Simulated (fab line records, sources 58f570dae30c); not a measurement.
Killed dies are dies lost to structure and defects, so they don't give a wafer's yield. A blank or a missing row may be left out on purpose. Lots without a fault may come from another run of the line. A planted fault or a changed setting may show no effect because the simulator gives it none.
Which tool did it? | flow berkeley_cmos170 | 14 lots, 42 wafers sampled, at 1 step of a route of 331

WHAT THE GAUGES READ, wafer by wafer
UCB170_NWELL_THK_MEAS_02.
lot  | measured    | on            | NWELL_OXIDE_THK (nm)
L209 | day 2 00:13 | film_metro-03 | 26.2 26.3 26.5
L208 | day 2 00:13 | film_metro-04 | 27.0 26.5 26.6
L210 | day 2 10:17 | film_metro-01 | 26.1 25.9 26.2
L211 | day 2 16:58 | film_metro-03 | 25.6 26.0 25.7
L212 | day 2 21:22 | film_metro-01 | 26.1 26.5 25.9
L215 | day 3 13:22 | film_metro-03 | 26.7 26.5 26.7
L216 | day 3 18:56 | film_metro-03 | 26.8 26.5 26.7
L218 | day 4 03:41 | film_metro-01 | 25.9 25.8 25.5
L219 | day 4 06:36 | film_metro-03 | 26.0 25.9 25.8
L225 | day 5 14:49 | film_metro-01 | 25.9 26.1 26.1
L226 | day 5 18:47 | film_metro-01 | 27.4 27.6 27.1
L227 | day 6 00:23 | film_metro-04 | 26.4 26.6 26.4
L229 | day 6 09:42 | film_metro-04 | 26.0 26.6 25.9
L230 | day 6 12:25 | film_metro-03 | 26.9 26.6 26.7

WHICH TOOL RAN EACH LOT (tool, then ch and the chambers of the sampled wafers, then the start)
The record holds no process step before these readings.

WHAT THE TOOLS THEMSELVES READ (means of the sampled wafers that have a number; where no wafer has one, the mark that the record gives instead)
The record holds no such reading with a usual standard deviation.

THE ANSWER, worked out from the rows above alone
Rule: what is usual is taken from the lots themselves. Put in order of their means at a reading, lots are off if they are a third of the lots or fewer, leave a main group of 4 or more, and stand apart from it by a gap of 3 or more times the standard deviation of the main group's means; of several such gaps the widest counts. A main group whose means are all the same, to the digits that the tables above print for the reading, isn't used. A lot without any number at a reading at which 4 lots or more have one is off too. The other lots that the step has rows for count as sound. The gauges are gone through in route order, then the tools' own readings, and for those a lot's mean is taken as printed above. The first step at which some lot is off is used, and at that step the reading that is off furthest; a lot without a number counts as furthest.
No lot is off at any reading shown: from this, nothing can be told.

WHAT THE SIMULATOR HAD PUT IN
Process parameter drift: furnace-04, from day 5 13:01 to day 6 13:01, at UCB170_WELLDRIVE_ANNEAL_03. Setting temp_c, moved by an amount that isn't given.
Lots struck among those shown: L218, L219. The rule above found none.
